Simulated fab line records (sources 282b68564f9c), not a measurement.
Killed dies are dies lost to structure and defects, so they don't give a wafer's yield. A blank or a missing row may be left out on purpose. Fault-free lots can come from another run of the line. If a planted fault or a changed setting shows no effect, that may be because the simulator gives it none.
2 desks, one fault    flow rit-cmos    numbers are kept per desk, each desk with only its own; the story behind them comes last

== AT THE TOOL OWNER'S DESK: litho-track-04 ==
The tool's own readings at RIT_PLDD_COAT_01 (resist thk 1000 nm): means of the sampled wafers that have a number, for each lot that ran on this tool. A lot is out of limits, marked OUT, if its mean lies more than 4 standard deviations from the usual mean; the brackets give that distance.
Columns: A = exhaust-pa at RIT_PLDD_COAT_01, usual 44.7 Pa; B = spin-speed-rpm at RIT_PLDD_COAT_01, usual 3250.6 rpm
lot   first seen here  A     B
L341  day 5 22:32      44.8  3250.0
L343  day 6 02:33      46.1  3537.6 (+99 or more) OUT
L345  day 6 18:43      45.2  3536.4 (+99 or more) OUT
This desk's finding: out of limits on L343, L345; first on L343, day 6 02:33 (spin-speed-rpm at RIT_PLDD_COAT_01). In limits: L341.

== THE METROLOGY DESK ==
Means of the sampled wafers that have a number, per lot and without regard to the tool the lot ran on: this is what the gauges read. A lot is out of limits, marked OUT, if its mean lies more than 4 standard deviations from the usual mean; the brackets give that distance.
Columns: A = NLDD_OVL at RIT_NLDD_OVL_MEAS_06, usual 0.2 nm; B = NLDD_TW at RIT_NLDD_TW_MEAS_10, usual 2493; C = PLDD_OVL at RIT_PLDD_OVL_MEAS_06, usual 1.0 nm
lot   first seen here  A     B     C
L330  day 3 15:10      2.1   2470  0.6
L341  day 5 21:45      1.8   2524  3.2
L342  day 6 00:17      0.5   2473  2.1
L343  day 6 01:50      1.1   2536  1.5
L345  day 6 17:58      0.8   2486  2.8
L346  day 6 21:58      -1.2  2493  0.7
This desk found nothing out of limits on any of the 6 lots.

== PUT TOGETHER ==
An alarm could have come from the tool owner's desk at day 6 02:33, on L343, L345.
Nothing out of limits was seen by the metrology desk.
The metrology desk holds a record of L343, L345, inside its limits.
Every lot named ran RIT_PLDD_COAT_01 on litho-track-04.

== WHAT THE SIMULATOR HAD PUT IN ==
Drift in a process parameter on litho-track-04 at RIT_PLDD_COAT_01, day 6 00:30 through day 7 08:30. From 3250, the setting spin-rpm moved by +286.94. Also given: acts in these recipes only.
Struck lots among those shown: L343, L345.
Each desk's first reading out of limits, in hours after the fault started: the tool owner's desk, 2.
